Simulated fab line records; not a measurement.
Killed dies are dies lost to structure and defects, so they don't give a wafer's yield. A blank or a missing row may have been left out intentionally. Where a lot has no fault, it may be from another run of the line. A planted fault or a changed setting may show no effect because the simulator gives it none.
Which tool was responsible? ; flow berkeley cmos170 ; 21 wafers from 7 lots sampled at 3 of the route's 331 steps

WHAT THE GAUGES SHOWED, per wafer
UCB170_SDANNEAL_RS_MEAS_04: measurement is done with a four-point probe.
lot;measured;on;PLDD_RS (ohm/sq)
L627;day 8 11:10;film metro-04;1031.4 1027.9 1027.0
L629;day 8 12:02;film metro-04;1034.4 1034.7 1031.0
L631;day 9 03:01;film metro-01;1035.0 1029.4 1029.5
L634;day 9 04:37;film metro-01;1033.7 1038.3 1037.7
L644;day 11 11:58;film metro-03;1063.8 1065.7 1066.1
L645;day 11 13:04;film metro-03;1061.1 1060.3 1061.5
L649;day 12 05:10;film metro-04;1032.6 1035.2 1034.7

TOOL THAT RAN EACH LOT (tool first, then ch and the chambers of the sampled wafers, then the start)
lot;UCB170_SPACER_CVD_00;UCB170_SPACER_ANNEAL_02
L627;pecvd-02 ch 0,1,2, day 7 22:15;furnace-02 ch 0, day 8 01:06
L629;pecvd-02 ch 0,1, day 7 23:24;furnace-02 ch 0, day 8 01:06
L631;pecvd-03 ch 0,1, day 8 15:45;furnace-02 ch 0, day 8 19:07
L634;pecvd-04 ch 1,2, day 8 17:10;furnace-02 ch 0, day 8 19:07
L644;pecvd-02 ch 0,1,2, day 11 01:49;furnace-01 ch 0, day 11 05:59
L645;pecvd-02 ch 1,2, day 11 02:56;furnace-01 ch 0, day 11 05:59
L649;pecvd-03 ch 1,2, day 11 16:47;furnace-02 ch 0, day 11 20:57
- UCB170_SPACER_CVD_00: deposits SiO2 from TEOS/O2, target thk 376 nm, time 47 s.
- UCB170_SPACER_ANNEAL_02: time 1800 s.

THE ANSWER, worked out from the rows above alone
Rule: usual is defined by the lots themselves. The widest of any qualifying gaps counts: lots, ordered by their means at a reading, are off when they make up no more than a third of the lots, leave a main group of 4 or more, and stand apart from it by 3 or more times the standard deviation of that group's means. A main group whose means are all the same, to the digits that the tables above print for the reading, isn't used. Also off: a lot with no number at a reading for which 4 or more lots have one. The other lots that the step has rows for count as sound.
Off: L644, L645, at UCB170_SDANNEAL_RS_MEAS_04 (PLDD_RS). The main group: mean 1032.8 ohm/sq, standard deviation 2.6.
A tool fits if, at a process step before that reading, it ran every lot that is off, and no sound lot after the first of them. Those tools and the gauges at UCB170_SDANNEAL_RS_MEAS_04 are tried in the same way. Can't be told from this: 3 tools fit, pecvd-02 at UCB170_SPACER_CVD_00, furnace-01 at UCB170_SPACER_ANNEAL_02, film metro-03 at UCB170_SDANNEAL_RS_MEAS_04.

WHAT THE SIMULATOR PUT IN
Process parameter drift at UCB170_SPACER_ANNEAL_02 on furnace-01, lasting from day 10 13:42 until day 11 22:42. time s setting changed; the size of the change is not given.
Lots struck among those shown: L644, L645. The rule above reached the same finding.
